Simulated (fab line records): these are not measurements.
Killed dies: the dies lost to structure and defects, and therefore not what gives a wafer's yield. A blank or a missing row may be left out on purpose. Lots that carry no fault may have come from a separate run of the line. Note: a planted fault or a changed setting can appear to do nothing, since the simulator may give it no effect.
Which tool is to blame? / flow berkeley-cmos170 / 15 lots, 45 wafers sampled, at 5 steps of a route of 331

== WHAT THE GAUGES SHOWED, per wafer ==
UCB170_V1_BOW_MEAS_03. Usual: V1_BOW 19 um, standard deviation 6.3.
lot=L717; measured=day 7 04:25; on=film-metro-04; V1_BOW (um)=16 12 15; flag=
lot=L718; measured=day 7 13:41; on=film-metro-01; V1_BOW (um)=15 26 27; flag=
lot=L721; measured=day 7 22:16; on=film-metro-01; V1_BOW (um)=12 24 15; flag=
lot=L722; measured=day 8 19:43; on=film-metro-04; V1_BOW (um)=12 22 14; flag=
lot=L725; measured=day 9 07:41; on=film-metro-02; V1_BOW (um)=15 19 26; flag=
lot=L723; measured=day 9 07:59; on=film-metro-02; V1_BOW (um)=36 27 32; flag=
lot=L728; measured=day 9 07:59; on=film-metro-01; V1_BOW (um)=20 23 24; flag=
lot=L729; measured=day 9 21:25; on=film-metro-02; V1_BOW (um)=33 23 21; flag=
lot=L730; measured=day 10 00:56; on=film-metro-01; V1_BOW (um)=18 13 10; flag=
lot=L732; measured=day 11 03:31; on=film-metro-04; V1_BOW (um)=9 20 17; flag=
lot=L733; measured=day 11 03:38; on=film-metro-02; V1_BOW (um)=10 14 20; flag=
lot=L731; measured=day 11 03:49; on=film-metro-04; V1_BOW (um)=12 39 12; flag=
lot=L738; measured=day 11 19:30; on=film-metro-04; V1_BOW (um)=20 15 24; flag=
lot=L739; measured=day 12 02:11; on=film-metro-04; V1_BOW (um)=8 12 25; flag=
lot=L740; measured=day 12 02:28; on=film-metro-04; V1_BOW (um)=13 26 12; flag=

UCB170_M2_CD_MEAS_90: target cd 700 nm. Usual: 701 nm for cd-nm, sd 3.7.
lot=L717; measured=day 7 11:10; on=cd-sem-02; cd-nm (nm)=697 700 700; flag=
lot=L718; measured=day 7 18:28; on=cd-sem-02; cd-nm (nm)=699 698 701; flag=
lot=L721; measured=day 8 04:54; on=cd-sem-01; cd-nm (nm)=700 701 703; flag=
lot=L722; measured=day 9 00:14; on=cd-sem-01; cd-nm (nm)=702 702 702; flag=
lot=L725; measured=day 9 12:52; on=cd-sem-02; cd-nm (nm)=699 701 702; flag=
lot=L723; measured=day 9 13:25; on=cd-sem-01; cd-nm (nm)=707 702 704; flag=
lot=L728; measured=day 9 13:16; on=cd-sem-02; cd-nm (nm)=709 706 704; flag=
lot=L729; measured=day 10 02:41; on=cd-sem-01; cd-nm (nm)=701 704 700; flag=
lot=L730; measured=day 10 10:44; on=cd-sem-02; cd-nm (nm)=702 702 701; flag=
lot=L732; measured=day 11 11:32; on=cd-sem-02; cd-nm (nm)=- - -; flag=OFF
lot=L733; measured=day 11 08:46; on=cd-sem-01; cd-nm (nm)=- - -; flag=OFF
lot=L731; measured=day 11 08:37; on=cd-sem-02; cd-nm (nm)=- - -; flag=OFF
lot=L738; measured=day 12 03:35; on=cd-sem-02; cd-nm (nm)=693 698 698; flag=
lot=L739; measured=day 12 09:28; on=cd-sem-02; cd-nm (nm)=708 706 704; flag=
lot=L740; measured=day 12 12:04; on=cd-sem-02; cd-nm (nm)=704 700 701; flag=

== EACH LOT AND THE TOOL THAT RAN IT (in order: tool; ch and the chambers of the sampled wafers; start) ==
lot=L717; UCB170_M2_ETCH_17=rie-diel-02 ch 0,1, day 7 10:49; UCB170_M2_METAL_ETCH_18=rie-metal-02 ch 0,1, day 7 10:52; UCB170_M2_STRIP_19=plasma-asher-03 ch 1, day 7 11:03
lot=L718; UCB170_M2_ETCH_17=rie-diel-01 ch 1,2,3, day 7 18:01; UCB170_M2_METAL_ETCH_18=rie-metal-02 ch 0,1, day 7 18:03; UCB170_M2_STRIP_19=plasma-asher-03 ch 0,1, day 7 18:14
lot=L721; UCB170_M2_ETCH_17=rie-diel-01 ch 0,1,2, day 8 04:32; UCB170_M2_METAL_ETCH_18=rie-metal-02 ch 0, day 8 04:34; UCB170_M2_STRIP_19=plasma-asher-02 ch 0,1, day 8 04:46
lot=L722; UCB170_M2_ETCH_17=rie-diel-02 ch 0,1, day 8 23:43; UCB170_M2_METAL_ETCH_18=rie-metal-01 ch 0, day 8 23:46; UCB170_M2_STRIP_19=plasma-asher-02 ch 0,1, day 9 00:08
lot=L725; UCB170_M2_ETCH_17=rie-diel-03 ch 0,1, day 9 12:31; UCB170_M2_METAL_ETCH_18=rie-metal-01 ch 0,1, day 9 12:34; UCB170_M2_STRIP_19=plasma-asher-03 ch 0,1, day 9 12:45
lot=L723; UCB170_M2_ETCH_17=rie-diel-03 ch 0,1,2, day 9 13:04; UCB170_M2_METAL_ETCH_18=rie-metal-03 ch 0,1, day 9 13:07; UCB170_M2_STRIP_19=plasma-asher-03 ch 1, day 9 13:18
lot=L728; UCB170_M2_ETCH_17=rie-diel-01 ch 0,1,3, day 9 12:55; UCB170_M2_METAL_ETCH_18=rie-metal-02 ch 0,1, day 9 12:57; UCB170_M2_STRIP_19=plasma-asher-02 ch 1, day 9 13:08
lot=L729; UCB170_M2_ETCH_17=rie-diel-01 ch 0,1,3, day 10 02:19; UCB170_M2_METAL_ETCH_18=rie-metal-03 ch 0,1, day 10 02:26; UCB170_M2_STRIP_19=plasma-asher-04 ch 0,1, day 10 02:35
lot=L730; UCB170_M2_ETCH_17=rie-diel-02 ch 0,1,2, day 10 10:22; UCB170_M2_METAL_ETCH_18=rie-metal-02 ch 0,1, day 10 10:25; UCB170_M2_STRIP_19=plasma-asher-04 ch 0,1, day 10 10:36
lot=L732; UCB170_M2_ETCH_17=rie-diel-01 ch 0,1,2, day 11 11:13; UCB170_M2_METAL_ETCH_18=rie-metal-03 ch 0, day 11 11:15; UCB170_M2_STRIP_19=plasma-asher-04 ch 1, day 11 11:26
lot=L733; UCB170_M2_ETCH_17=rie-diel-01 ch 0,3, day 11 08:24; UCB170_M2_METAL_ETCH_18=rie-metal-02 ch 0,1, day 11 08:30; UCB170_M2_STRIP_19=plasma-asher-03 ch 0,1, day 11 08:40
lot=L731; UCB170_M2_ETCH_17=rie-diel-03 ch 0,2,3, day 11 08:17; UCB170_M2_METAL_ETCH_18=rie-metal-03 ch 0,1, day 11 08:19; UCB170_M2_STRIP_19=plasma-asher-02 ch 0,1, day 11 08:31
lot=L738; UCB170_M2_ETCH_17=rie-diel-03 ch 1,2,3, day 12 03:16; UCB170_M2_METAL_ETCH_18=rie-metal-01 ch 0,1, day 12 03:19; UCB170_M2_STRIP_19=plasma-asher-04 ch 0,1, day 12 03:29
lot=L739; UCB170_M2_ETCH_17=rie-diel-01 ch 0,2,3, day 12 09:07; UCB170_M2_METAL_ETCH_18=rie-metal-03 ch 0,1, day 12 09:09; UCB170_M2_STRIP_19=plasma-asher-03 ch 0,1, day 12 09:20
lot=L740; UCB170_M2_ETCH_17=rie-diel-01 ch 0,1,3, day 12 11:44; UCB170_M2_METAL_ETCH_18=rie-metal-03 ch 0,1, day 12 11:47; UCB170_M2_STRIP_19=plasma-asher-03 ch 0,1, day 12 11:58
- UCB170_M2_ETCH_17: etches BARC in N2/H2.
- UCB170_M2_METAL_ETCH_18: etches Al in Cl2/BCl3, stops on SiO2, target depth 1170 nm, time 195 s.
- UCB170_M2_STRIP_19: strips in O2.

== AS READ BY THE TOOLS THEMSELVES (means over the sampled wafers that have a number; for cases with no such wafer, the mark the record gives instead) ==
UCB170_M2_ETCH_17. Usual: bias-w 100.0 W, standard deviation 0.3; chamber-pressure-mTorr 29.998 mTorr, standard deviation 0.028; drypump-motor-current-A 5.6 A, standard deviation 0.4; oes-product-au 1.009 a.u., standard deviation 0.021; throttle-valve-pct 13.25 %, standard deviation 0.17.
lot=L717; tool=rie-diel-02; bias-w (W)=100.1; chamber-pressure-mTorr (mTorr)=29.994; drypump-motor-current-A (A)=5.7; oes-product-au (a.u.)=0.965; throttle-valve-pct (%)=13.06; flag=
lot=L718; tool=rie-diel-01; bias-w (W)=100.0; chamber-pressure-mTorr (mTorr)=29.987; drypump-motor-current-A (A)=5.6; oes-product-au (a.u.)=1.030; throttle-valve-pct (%)=13.26; flag=
lot=L721; tool=rie-diel-01; bias-w (W)=99.9; chamber-pressure-mTorr (mTorr)=29.990; drypump-motor-current-A (A)=5.6; oes-product-au (a.u.)=1.020; throttle-valve-pct (%)=13.25; flag=
lot=L722; tool=rie-diel-02; bias-w (W)=99.7; chamber-pressure-mTorr (mTorr)=29.979; drypump-motor-current-A (A)=5.8; oes-product-au (a.u.)=0.960; throttle-valve-pct (%)=13.06; flag=
lot=L725; tool=rie-diel-03; bias-w (W)=99.9; chamber-pressure-mTorr (mTorr)=29.993; drypump-motor-current-A (A)=5.7; oes-product-au (a.u.)=1.011; throttle-valve-pct (%)=13.23; flag=
lot=L723; tool=rie-diel-03; bias-w (W)=100.0; chamber-pressure-mTorr (mTorr)=30.010; drypump-motor-current-A (A)=5.5; oes-product-au (a.u.)=1.026; throttle-valve-pct (%)=13.33; flag=
lot=L728; tool=rie-diel-01; bias-w (W)=100.0; chamber-pressure-mTorr (mTorr)=29.997; drypump-motor-current-A (A)=5.4; oes-product-au (a.u.)=1.021; throttle-valve-pct (%)=13.19; flag=
lot=L729; tool=rie-diel-01; bias-w (W)=100.1; chamber-pressure-mTorr (mTorr)=30.013; drypump-motor-current-A (A)=5.4; oes-product-au (a.u.)=1.022; throttle-valve-pct (%)=13.20; flag=
lot=L730; tool=rie-diel-02; bias-w (W)=100.1; chamber-pressure-mTorr (mTorr)=30.000; drypump-motor-current-A (A)=5.8; oes-product-au (a.u.)=0.989; throttle-valve-pct (%)=13.16; flag=
lot=L732; tool=rie-diel-01; bias-w (W)=100.0; chamber-pressure-mTorr (mTorr)=30.005; drypump-motor-current-A (A)=5.6; oes-product-au (a.u.)=1.019; throttle-valve-pct (%)=13.26; flag=
lot=L733; tool=rie-diel-01; bias-w (W)=100.1; chamber-pressure-mTorr (mTorr)=30.041; drypump-motor-current-A (A)=5.2; oes-product-au (a.u.)=1.021; throttle-valve-pct (%)=13.28; flag=
lot=L731; tool=rie-diel-03; bias-w (W)=100.2; chamber-pressure-mTorr (mTorr)=29.993; drypump-motor-current-A (A)=5.8; oes-product-au (a.u.)=1.005; throttle-valve-pct (%)=13.28; flag=
lot=L738; tool=rie-diel-03; bias-w (W)=99.9; chamber-pressure-mTorr (mTorr)=29.989; drypump-motor-current-A (A)=5.7; oes-product-au (a.u.)=1.012; throttle-valve-pct (%)=13.21; flag=
lot=L739; tool=rie-diel-01; bias-w (W)=100.1; chamber-pressure-mTorr (mTorr)=29.999; drypump-motor-current-A (A)=5.4; oes-product-au (a.u.)=1.005; throttle-valve-pct (%)=13.34; flag=
lot=L740; tool=rie-diel-01; bias-w (W)=100.2; chamber-pressure-mTorr (mTorr)=29.976; drypump-motor-current-A (A)=5.4; oes-product-au (a.u.)=1.026; throttle-valve-pct (%)=13.19; flag=

UCB170_M2_METAL_ETCH_18. Usual: bcl3-flow-sccm 44.98 sccm, standard deviation 0.13; bias-w 120.0 W, standard deviation 0.37; drypump-motor-current-A 5.8 A, standard deviation 0.34; oes-product-au 0.855 a.u., standard deviation 0.01; throttle-valve-pct 24.6 %, standard deviation 0.3.
lot=L717; tool=rie-metal-02; bcl3-flow-sccm (sccm)=45.08; bias-w (W)=120.0; drypump-motor-current-A (A)=6.0; oes-product-au (a.u.)=0.857; throttle-valve-pct (%)=24.7; flag=
lot=L718; tool=rie-metal-02; bcl3-flow-sccm (sccm)=45.15; bias-w (W)=119.8; drypump-motor-current-A (A)=5.9; oes-product-au (a.u.)=0.849; throttle-valve-pct (%)=24.7; flag=
lot=L721; tool=rie-metal-02; bcl3-flow-sccm (sccm)=45.21; bias-w (W)=119.9; drypump-motor-current-A (A)=5.8; oes-product-au (a.u.)=0.850; throttle-valve-pct (%)=24.7; flag=
lot=L722; tool=rie-metal-01; bcl3-flow-sccm (sccm)=45.01; bias-w (W)=119.6; drypump-motor-current-A (A)=5.6; oes-product-au (a.u.)=0.854; throttle-valve-pct (%)=24.9; flag=
lot=L725; tool=rie-metal-01; bcl3-flow-sccm (sccm)=45.02; bias-w (W)=120.0; drypump-motor-current-A (A)=5.8; oes-product-au (a.u.)=0.860; throttle-valve-pct (%)=24.6; flag=
lot=L723; tool=rie-metal-03; bcl3-flow-sccm (sccm)=45.07; bias-w (W)=120.1; drypump-motor-current-A (A)=5.5; oes-product-au (a.u.)=0.854; throttle-valve-pct (%)=24.6; flag=
lot=L728; tool=rie-metal-02; bcl3-flow-sccm (sccm)=44.89; bias-w (W)=119.9; drypump-motor-current-A (A)=6.1; oes-product-au (a.u.)=0.857; throttle-valve-pct (%)=24.6; flag=
lot=L729; tool=rie-metal-03; bcl3-flow-sccm (sccm)=44.98; bias-w (W)=119.7; drypump-motor-current-A (A)=5.5; oes-product-au (a.u.)=0.843; throttle-valve-pct (%)=24.6; flag=
lot=L730; tool=rie-metal-02; bcl3-flow-sccm (sccm)=44.91; bias-w (W)=120.1; drypump-motor-current-A (A)=5.9; oes-product-au (a.u.)=0.860; throttle-valve-pct (%)=24.6; flag=
lot=L732; tool=rie-metal-03; bcl3-flow-sccm (sccm)=-; bias-w (W)=-; drypump-motor-current-A (A)=-; oes-product-au (a.u.)=-; throttle-valve-pct (%)=-; flag=OFF
lot=L733; tool=rie-metal-02; bcl3-flow-sccm (sccm)=-; bias-w (W)=-; drypump-motor-current-A (A)=-; oes-product-au (a.u.)=-; throttle-valve-pct (%)=-; flag=OFF
lot=L731; tool=rie-metal-03; bcl3-flow-sccm (sccm)=-; bias-w (W)=-; drypump-motor-current-A (A)=-; oes-product-au (a.u.)=-; throttle-valve-pct (%)=-; flag=OFF
lot=L738; tool=rie-metal-01; bcl3-flow-sccm (sccm)=44.76; bias-w (W)=120.0; drypump-motor-current-A (A)=6.1; oes-product-au (a.u.)=0.865; throttle-valve-pct (%)=24.3; flag=
lot=L739; tool=rie-metal-03; bcl3-flow-sccm (sccm)=44.95; bias-w (W)=119.6; drypump-motor-current-A (A)=5.5; oes-product-au (a.u.)=0.851; throttle-valve-pct (%)=24.6; flag=
lot=L740; tool=rie-metal-03; bcl3-flow-sccm (sccm)=45.09; bias-w (W)=119.9; drypump-motor-current-A (A)=5.5; oes-product-au (a.u.)=0.857; throttle-valve-pct (%)=24.6; flag=

UCB170_M2_STRIP_19. Usual: drypump-motor-current-A 5.8 A, standard deviation 0.61; o2-flow-sccm 400.0 sccm, standard deviation 1.2; oes-product-au 0.546 a.u., standard deviation 0.022.
lot=L717; tool=plasma-asher-03; drypump-motor-current-A (A)=6.1; o2-flow-sccm (sccm)=401.3; oes-product-au (a.u.)=0.558; flag=
lot=L718; tool=plasma-asher-03; drypump-motor-current-A (A)=6.1; o2-flow-sccm (sccm)=400.0; oes-product-au (a.u.)=0.557; flag=
lot=L721; tool=plasma-asher-02; drypump-motor-current-A (A)=5.3; o2-flow-sccm (sccm)=400.6; oes-product-au (a.u.)=0.561; flag=
lot=L722; tool=plasma-asher-02; drypump-motor-current-A (A)=5.3; o2-flow-sccm (sccm)=401.5; oes-product-au (a.u.)=0.506; flag=
lot=L725; tool=plasma-asher-03; drypump-motor-current-A (A)=6.1; o2-flow-sccm (sccm)=400.2; oes-product-au (a.u.)=0.516; flag=
lot=L723; tool=plasma-asher-03; drypump-motor-current-A (A)=6.1; o2-flow-sccm (sccm)=398.4; oes-product-au (a.u.)=0.550; flag=
lot=L728; tool=plasma-asher-02; drypump-motor-current-A (A)=4.7; o2-flow-sccm (sccm)=399.1; oes-product-au (a.u.)=0.560; flag=
lot=L729; tool=plasma-asher-04; drypump-motor-current-A (A)=5.3; o2-flow-sccm (sccm)=399.9; oes-product-au (a.u.)=0.555; flag=
lot=L730; tool=plasma-asher-04; drypump-motor-current-A (A)=5.4; o2-flow-sccm (sccm)=399.4; oes-product-au (a.u.)=0.567; flag=
lot=L732; tool=plasma-asher-04; drypump-motor-current-A (A)=5.5; o2-flow-sccm (sccm)=401.2; oes-product-au (a.u.)=0.726; flag=OFF
lot=L733; tool=plasma-asher-03; drypump-motor-current-A (A)=6.2; o2-flow-sccm (sccm)=400.5; oes-product-au (a.u.)=0.727; flag=OFF
lot=L731; tool=plasma-asher-02; drypump-motor-current-A (A)=5.3; o2-flow-sccm (sccm)=401.4; oes-product-au (a.u.)=0.725; flag=OFF
lot=L738; tool=plasma-asher-04; drypump-motor-current-A (A)=5.3; o2-flow-sccm (sccm)=400.5; oes-product-au (a.u.)=0.511; flag=
lot=L739; tool=plasma-asher-03; drypump-motor-current-A (A)=6.2; o2-flow-sccm (sccm)=400.8; oes-product-au (a.u.)=0.562; flag=
lot=L740; tool=plasma-asher-03; drypump-motor-current-A (A)=6.2; o2-flow-sccm (sccm)=399.5; oes-product-au (a.u.)=0.555; flag=

== THE ANSWER, worked out from the rows above alone ==
Rule: a lot is off if the mean of its wafers that have a number lies more than 3 standard deviations from the usual mean. A lot without any number at a reading at which 4 lots or more have one is off too. All remaining lots with rows at the step are treated as sound. The gauges are gone through in route order, then the tools' own readings, and for those a lot's mean is taken as printed above. The first step at which some lot is off is used, and at that step the reading that is off furthest; a lot without a number counts as furthest.
Off, at UCB170_M2_CD_MEAS_90 on cd-nm: L732, L733, L731. Without a number there: L732, L733, L731.
A tool fits if, at a process step before that reading, it ran every lot that is off, and no sound lot after the first of them. The gauges at UCB170_M2_CD_MEAS_90 aren't tried: what is off there is off at UCB170_M2_METAL_ETCH_18 too, on other tools, and a gauge's error can't cause that. Not one of the candidates tried fits.

== WHAT THE SIMULATOR HAD INSERTED ==
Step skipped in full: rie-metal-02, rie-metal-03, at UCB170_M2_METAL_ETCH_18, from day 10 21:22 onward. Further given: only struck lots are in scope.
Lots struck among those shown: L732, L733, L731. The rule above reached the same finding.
